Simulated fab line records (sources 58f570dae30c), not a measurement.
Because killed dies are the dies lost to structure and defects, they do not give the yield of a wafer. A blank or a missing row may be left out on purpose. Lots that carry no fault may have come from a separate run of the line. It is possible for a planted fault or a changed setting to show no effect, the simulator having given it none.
Which tool is to blame? | flow berkeleyCmos170 | 42 wafers sampled from 14 lots at 1 step of a route of 331

WHAT EACH GAUGE READ, for each wafer
UCB170_GATE_OVL_MEAS_13. Usual: GATE_OVL 0 nm, standard deviation 4.6.
lot  | measured     | on         | GATE_OVL (nm) | flag
L472 | day 6 03:23  | overlay-01 | 0 0 -1        | 
L475 | day 6 10:52  | overlay-01 | -6 -12 -11    | 
L474 | day 6 10:57  | overlay-02 | -7 -7 -11     | 
L481 | day 7 05:53  | overlay-01 | 0 2 2         | 
L479 | day 7 06:13  | overlay-01 | 3 -2 1        | 
L476 | day 7 06:24  | overlay-02 | 2 -3 0        | 
L478 | day 7 06:32  | overlay-02 | -2 0 -6       | 
L484 | day 8 01:15  | overlay-01 | 3 6 0         | 
L485 | day 8 01:30  | overlay-01 | -3 -3 0       | 
L486 | day 8 16:09  | overlay-02 | -3 -2 2       | 
L492 | day 9 17:36  | overlay-02 | -3 3 -2       | 
L494 | day 10 07:46 | overlay-01 | -4 0 -3       | 
L493 | day 10 07:50 | overlay-02 | 0 5 2         | 
L495 | day 10 12:56 | overlay-01 | 2 3 1         | 

TOOL THAT RAN EACH LOT (tool first, then ch and the chambers of the sampled wafers, then the start)
No process step before these readings appears in the record.

WHAT THE TOOLS THEMSELVES READ (means of the sampled wafers that have a number; where no wafer has one, the mark that the record gives instead)
The record holds no such reading with a usual standard deviation.

THE ANSWER, worked out from the rows above alone
Rule: a lot counts as off when the mean over its wafers that have a number is more than 3 standard deviations away from the usual mean. Also off: a lot with no number at a reading for which 4 or more lots have one. The other lots that the step has rows for count as sound. First the gauges in route order, then the tools' own readings, where a lot's mean is used as printed above. At the first step where some lot is off, the reading lying furthest off is the one used; lots without a number count as furthest.
None of the lots is off at any reading shown; this tells nothing.

WHAT HAD BEEN PUT IN BY THE SIMULATOR
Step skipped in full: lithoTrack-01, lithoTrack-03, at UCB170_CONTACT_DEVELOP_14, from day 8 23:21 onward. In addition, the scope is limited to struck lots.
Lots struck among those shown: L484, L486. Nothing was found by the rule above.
